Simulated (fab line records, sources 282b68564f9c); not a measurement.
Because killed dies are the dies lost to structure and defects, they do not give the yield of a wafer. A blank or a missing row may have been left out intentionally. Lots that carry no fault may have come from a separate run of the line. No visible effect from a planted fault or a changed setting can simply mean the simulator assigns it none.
Struck lot and sound lot, side by side -- flow rit cmos -- 15 out of 202 route steps
Sound: these wafers, L750.2, L750.4, L750.5. The struck wafers were L763.2, L763.5, L763.6. The cause is given at the end.
At each step with rows: each side's tool, then ch and its chambers, then its first start. Under that, the readings that differ: sound wafers -- struck wafers -- difference of the means -- sigmas: that difference in standard deviations of wafers without a fault.
alike: same words and numbers on both sides, and readings whose means sit less than 2 such deviations apart. not compared: any withheld reading, any reading some wafer has no value for, any bound like >300 that may hide the same value, and any number with overlapping values for which the record gives no deviation.
The two part at a step that has a row with sigmas, a row that says differs or no value, or rows on one side only. Numbers that don't overlap but have no deviation are shown without sigmas and don't part them. A reading that every wafer of one side lacks parts them only if that side has two wafers or more.

RIT_NSD_TW_MEAS_10:
  sound on film metro-03 at day 3 22:26; struck on film metro-04 at day 6 18:26
  alike: NSD_TW
then, 6 steps without rows for these wafers: RIT_PSD_HMDS_00 (prime time 60 s); RIT_PSD_COAT_01 (resist thk 1000 nm); RIT_PSD_SOFTBAKE_02 (time 60 s); RIT_PSD_EXPOSE_03 (exposes mask M10, target cd 40900 nm); RIT_PSD_PEB_04; RIT_PSD_DEVELOP_05 (develop time 50 s).
RIT_PSD_OVL_MEAS_06:
  sound on overlay-01 at day 3 23:21; struck on overlay-01 at day 6 19:28
  alike: PSD_OVL
then, 2 steps without rows for these wafers: RIT_PSD_HARDBAKE_07 (time 60 s); RIT_PSD_IMPLANT_08.
RIT_PSD_STRIP_09: strips in O2, time 180 s.
  sound on plasma asher-01 ch 0,1, day 3 23:41; struck on plasma asher-04 ch 0,1, day 6 19:47
  alike: drypump motor current A
  not compared: rf hours counter h
RIT_PSD_TW_MEAS_10:
  sound on film metro-02 at day 3 23:52; struck on film metro-04 at day 6 19:58
  alike: PSD_TW
RIT_SDANNEAL_CLEAN_00: cleans in SC1, time 600 s.
  sound on wet bench-04 ch 1, day 3 23:55; struck on wet bench-02 ch 0, day 6 20:01
  no value came back on the struck wafers for bath guard temp C (C), bath heat duty pct (%), temp c (C), time s (s); on the sound wafers bath guard temp C (C) reads 75.0 74.6 74.9
then, 1 step without rows for these wafers: RIT_SDANNEAL_CLEAN_01 (cleans in dHF, time 30 s).
RIT_M1_PROBE_99:
  sound on prober-01 at day 4 07:56; struck on prober-01 at day 7 03:53
  alike: killed at contacts, killed at front end, killed dies, killed open, killed short

## WHERE THEY PART
At RIT_SDANNEAL_CLEAN_00 and nowhere else, as far as this record goes. Later steps at which nothing parts them and some readings are alike: RIT_M1_PROBE_99.

WHY: the cause the simulator had injected
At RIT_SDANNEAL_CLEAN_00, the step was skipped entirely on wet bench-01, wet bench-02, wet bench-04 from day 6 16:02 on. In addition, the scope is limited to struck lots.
